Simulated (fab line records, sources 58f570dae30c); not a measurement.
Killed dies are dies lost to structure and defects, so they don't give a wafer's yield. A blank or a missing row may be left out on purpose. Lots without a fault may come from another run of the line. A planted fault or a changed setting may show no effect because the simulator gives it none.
Which tool did it? | flow berkeley_cmos170 | 14 lots, 42 wafers sampled, at 3 steps of a route of 331

WHAT THE GAUGES READ, wafer by wafer
UCB170_PFIELD_OVL_MEAS_06.
lot  | measured    | on         | PFIELD_OVL (nm)
L284 | day 5 03:57 | overlay-01 | 0 4 -2
L285 | day 5 03:41 | overlay-01 | 9 10 7
L286 | day 5 20:25 | overlay-01 | 2 0 4
L289 | day 6 04:57 | overlay-01 | 4 10 4
L291 | day 6 05:11 | overlay-02 | -5 -2 -4
L292 | day 7 06:58 | overlay-01 | 5 0 -1
L293 | day 7 11:23 | overlay-01 | 6 8 4
L294 | day 7 12:23 | overlay-01 | -4 0 1
L296 | day 7 12:07 | overlay-01 | 2 -2 2
L300 | day 8 15:33 | overlay-01 | 11 6 5
L304 | day 8 07:28 | overlay-02 | 4 1 3
L303 | day 8 06:59 | overlay-01 | -5 2 1
L305 | day 9 02:49 | overlay-01 | 12 9 0
L307 | day 9 12:25 | overlay-02 | 5 5 1

UCB170_M2_CD_MEAS_15: target cd 700 nm.
lot  | measured     | on        | cd_nm (nm)
L284 | day 9 03:20  | cd_sem-02 | 701.3 702.1 703.5
L285 | day 9 01:55  | cd_sem-01 | 701.0 700.0 700.3
L286 | day 9 09:01  | cd_sem-02 | 701.1 701.1 700.7
L289 | day 9 21:33  | cd_sem-01 | 698.5 701.0 700.3
L291 | day 9 21:48  | cd_sem-02 | 700.7 699.8 698.8
L292 | day 10 14:38 | cd_sem-01 | 699.1 701.0 700.2
L293 | day 11 09:31 | cd_sem-01 | 700.0 697.8 700.7
L294 | day 11 08:19 | cd_sem-02 | 699.9 699.6 699.9
L296 | day 11 08:34 | cd_sem-02 | 700.1 700.8 700.4
L300 | day 12 09:25 | cd_sem-01 | 700.5 700.2 700.8
L304 | day 11 20:50 | cd_sem-02 | 700.5 701.2 700.3
L303 | day 12 03:25 | cd_sem-02 | 699.4 698.8 697.6
L305 | day 12 15:49 | cd_sem-02 | 699.6 699.1 699.7
L307 | day 12 22:26 | cd_sem-01 | 701.7 702.0 701.7

WHICH TOOL RAN EACH LOT (tool, then ch and the chambers of the sampled wafers, then the start)
lot  | UCB170_NWELL_IMPLANT_14
L284 | implanter-01 ch 0, day 2 11:38
L285 | implanter-02 ch 0, day 2 17:08
L286 | implanter-04 ch 0, day 2 22:25
L289 | implanter-04 ch 0, day 3 15:07
L291 | implanter-02 ch 0, day 3 15:49
L292 | implanter-04 ch 0, day 4 11:52
L293 | implanter-01 ch 0, day 4 16:59
L294 | implanter-02 ch 0, day 4 23:08
L296 | implanter-01 ch 0, day 5 13:46
L300 | implanter-01 ch 0, day 6 01:43
L304 | implanter-02 ch 0, day 6 08:04
L303 | implanter-04 ch 0, day 6 08:19
L305 | implanter-02 ch 0, day 6 15:01
L307 | implanter-01 ch 0, day 7 04:14
- UCB170_NWELL_IMPLANT_14

WHAT THE TOOLS THEMSELVES READ (means of the sampled wafers that have a number; where no wafer has one, the mark that the record gives instead)
UCB170_NWELL_IMPLANT_14.
lot  | tool         | dose_ions_cm2
L284 | implanter-01 | 1.0003e+13
L285 | implanter-02 | 1.0001e+13
L286 | implanter-04 | 9.9957e+12
L289 | implanter-04 | 9.9937e+12
L291 | implanter-02 | 9.9963e+12
L292 | implanter-04 | 1.0011e+13
L293 | implanter-01 | 9.9860e+12
L294 | implanter-02 | 1.0002e+13
L296 | implanter-01 | 9.9960e+12
L300 | implanter-01 | 9.9930e+12
L304 | implanter-02 | 1.0410e+13
L303 | implanter-04 | 1.0009e+13
L305 | implanter-02 | 1.0399e+13
L307 | implanter-01 | 9.9950e+12

THE ANSWER, worked out from the rows above alone
Rule: what is usual is taken from the lots themselves. Put in order of their means at a reading, lots are off if they are a third of the lots or fewer, leave a main group of 4 or more, and stand apart from it by a gap of 3 or more times the standard deviation of the main group's means; of several such gaps the widest counts. A main group whose means are all the same, to the digits that the tables above print for the reading, isn't used. A lot without any number at a reading at which 4 lots or more have one is off too. The other lots that the step has rows for count as sound. The gauges are gone through in route order, then the tools' own readings, and for those a lot's mean is taken as printed above. The first step at which some lot is off is used, and at that step the reading that is off furthest; a lot without a number counts as furthest.
Off: L304, L305, at UCB170_NWELL_IMPLANT_14 (dose_ions_cm2). The main group: mean 9.9985e+12, standard deviation 6.7e+09.
A tool fits if, at that step or a process step before it, it ran every lot that is off, and no sound lot after the first of them. One fits: implanter-02 at UCB170_NWELL_IMPLANT_14. Its last sound lot is L294 (day 4 23:08), its first lot that is off L304 (day 6 08:04): a fault that began between those two fits.
The tool's own readings at UCB170_NWELL_IMPLANT_14 bear it out: on the lots that are off they differ by more than 5 times the standard deviation of the sound lots' means. dose_ions_cm2 reads 1.0404e+13 there against 9.9985e+12 on the sound lots.

WHAT THE SIMULATOR HAD PUT IN
Process parameter drift: implanter-02, from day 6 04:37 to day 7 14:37, at UCB170_NWELL_IMPLANT_14. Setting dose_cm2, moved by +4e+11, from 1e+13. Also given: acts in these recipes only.
Lots struck among those shown: L304, L305. The rule above found the same.
